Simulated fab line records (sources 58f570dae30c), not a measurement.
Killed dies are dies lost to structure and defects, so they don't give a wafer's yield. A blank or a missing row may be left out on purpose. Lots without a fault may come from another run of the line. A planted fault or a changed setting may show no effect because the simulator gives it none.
The tool behind it: which one? + flow berkeley_cmos170 + 14 lots, 42 wafers sampled, at 1 step of a route of 331

== WHAT THE GAUGES READ, wafer by wafer ==
No reading from a measuring or inspecting step in the record can be judged against a usual standard deviation.

== TOOL THAT RAN EACH LOT (tool first, then ch and the chambers of the sampled wafers, then the start) ==
| lot  | UCB170_NWELL_IMPLANT_14        |
|------|--------------------------------|
| L505 | implanter-01 ch 0, day 2 11:47 |
| L504 | implanter-04 ch 0, day 2 12:00 |
| L508 | implanter-04 ch 0, day 3 14:10 |
| L509 | implanter-02 ch 0, day 3 14:13 |
| L513 | implanter-02 ch 0, day 4 06:04 |
| L517 | implanter-01 ch 0, day 5 05:26 |
| L519 | implanter-04 ch 0, day 5 17:35 |
| L518 | implanter-01 ch 0, day 5 17:41 |
| L521 | implanter-04 ch 0, day 6 02:15 |
| L523 | implanter-04 ch 0, day 6 11:33 |
| L524 | implanter-04 ch 0, day 6 20:48 |
| L525 | implanter-04 ch 0, day 6 21:14 |
| L526 | implanter-02 ch 0, day 7 04:05 |
| L527 | implanter-01 ch 0, day 7 04:38 |
- UCB170_NWELL_IMPLANT_14

== WHAT THE TOOLS THEMSELVES READ (means of the sampled wafers that have a number; where no wafer has one, the mark that the record gives instead) ==
UCB170_NWELL_IMPLANT_14. Usual: 1e+13 for dose_ions_cm2, sd 1.1e+10.
| lot  | tool         | dose_ions_cm2 | flag |
|------|--------------|---------------|------|
| L505 | implanter-01 | 1e+13         |      |
| L504 | implanter-04 | 1e+13         |      |
| L508 | implanter-04 | 1e+13         |      |
| L509 | implanter-02 | 1e+13         |      |
| L513 | implanter-02 | 1e+13         |      |
| L517 | implanter-01 | 1e+13         |      |
| L519 | implanter-04 | 1e+13         |      |
| L518 | implanter-01 | 1e+13         |      |
| L521 | implanter-04 | 1e+13         |      |
| L523 | implanter-04 | 1e+13         |      |
| L524 | implanter-04 | 1e+13         |      |
| L525 | implanter-04 | 1e+13         |      |
| L526 | implanter-02 | 1e+13         |      |
| L527 | implanter-01 | 1e+13         |      |

== THE ANSWER, worked out from the rows above alone ==
Rule: a lot counts as off when the mean over its wafers that have a number is more than 3 standard deviations away from the usual mean. Also off: a lot with no number at a reading for which 4 or more lots have one. Any other lot the step has rows for is counted as sound. First the gauges in route order, then the tools' own readings, where a lot's mean is used as printed above. At the first step where some lot is off, the reading lying furthest off is the one used; lots without a number count as furthest.
Across all readings shown, no lot is off: no conclusion can be drawn from this.

== WHAT THE SIMULATOR HAD PUT IN ==
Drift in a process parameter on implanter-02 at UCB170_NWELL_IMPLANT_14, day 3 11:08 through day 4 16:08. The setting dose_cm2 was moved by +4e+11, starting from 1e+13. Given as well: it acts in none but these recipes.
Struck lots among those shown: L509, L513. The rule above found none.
